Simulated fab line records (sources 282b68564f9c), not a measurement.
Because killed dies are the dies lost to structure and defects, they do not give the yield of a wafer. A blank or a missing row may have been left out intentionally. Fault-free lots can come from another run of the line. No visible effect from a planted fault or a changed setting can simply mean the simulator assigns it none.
8D (eight disciplines) problem report, filled in by code || flow ritCmos || the parts of the form that need people (team, actions taken, sign-off) are left out

== 1. PROBLEM STATEMENT ==
Wafers without a fault read 2000.0 rpm, standard deviation 1.6; spinSpeedRpm at RIT_PRETRO_COAT_01 reads a mean of 1818.8 rpm on 6 wafers belonging to 2 lots. So: -99 or more standard deviations from the usual mean.
The step: resist thk 1300 nm.
Seen first at day 5 09:58 on lithoTrack-01, wafer L661.3. Wafers with a number at this step in the record: 42, from 14 lots. By rule, "out" or "out of limits" means more than 4 standard deviations away from the usual mean. Any other wafer with a number is counted as sound.

== 2. WHAT IT IS, WHAT IT ISN'T ==
{"question": "which readings at this step", "is": "spinSpeedRpm", "is not": "chillPlateTempC"}
{"question": "which lots", "is": "L661, L664", "is not": "L646, L648, L649, L650, L651, L654, L656, L660, L662, L665, L666, L668"}
{"question": "which wafers of those lots", "is": "all that have a number", "is not": "-"}
{"question": "read on which tools", "is": "lithoTrack-01", "is not": "lithoTrack-02, lithoTrack-03"}
{"question": "when", "is": "from day 5 09:58", "is not": "up to then (24 sound wafers); but 12 sound wafers of L662, L665, L666, L668 came after"}

== 3. WHAT RULES OUT EACH SUSPECT ==
Counting: any tool at a process step up to the reading is kept as a suspect provided that every lot that is out went through it and no sound lot did after the first of them.
- lithoTrack-01 at RIT_PRETRO_COAT_01 (resist thk 1300 nm): kept. All lots that are out passed through it, beginning with L661 at day 5 09:58, and no sound lot followed; its final sound lot before that point was L660 at day 5 05:13. Its own readings are out on those wafers: spinSpeedRpm.
The count leaves lithoTrack-01 at RIT_PRETRO_COAT_01.

== 4. THE CAUSE (what the simulator had put in) ==
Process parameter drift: lithoTrack-01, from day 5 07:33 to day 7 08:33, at RIT_PRETRO_COAT_01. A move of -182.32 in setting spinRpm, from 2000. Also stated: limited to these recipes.
After counting, this tool was the only one left.

== 5. THE EFFECT CHAIN, in route order ==
Each row: a reading whose mean over the struck wafers that have a number lies more than 3 standard deviations from the usual. Readings are gone through only where the record gives a usual standard deviation; hours: the median, over the lots, of the time from a lot's start at the first step in this table giving one to that lot's start at this step; sigmas: the change measured in usual standard deviations.
{"hours": 0, "step": "RIT_PRETRO_COAT_01", "reading": "spinSpeedRpm", "usual": "2000.0 rpm", "on struck wafers": 1818.8, "change": -181.2, "sigmas": "-99 or more"}
Its process steps:
- RIT_PRETRO_COAT_01: resist thk 1300 nm.
At these later measuring or inspecting steps, every struck wafer for which the step has a row has a number for every such reading, and none has moved that far: RIT_NSD_OVL_MEAS_06.

== 6. HOW IT WOULD HAVE BEEN CAUGHT EARLIER ==
In this record the first reading out of limits was taken at day 5 09:58, 2 hours after the fault began at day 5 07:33.
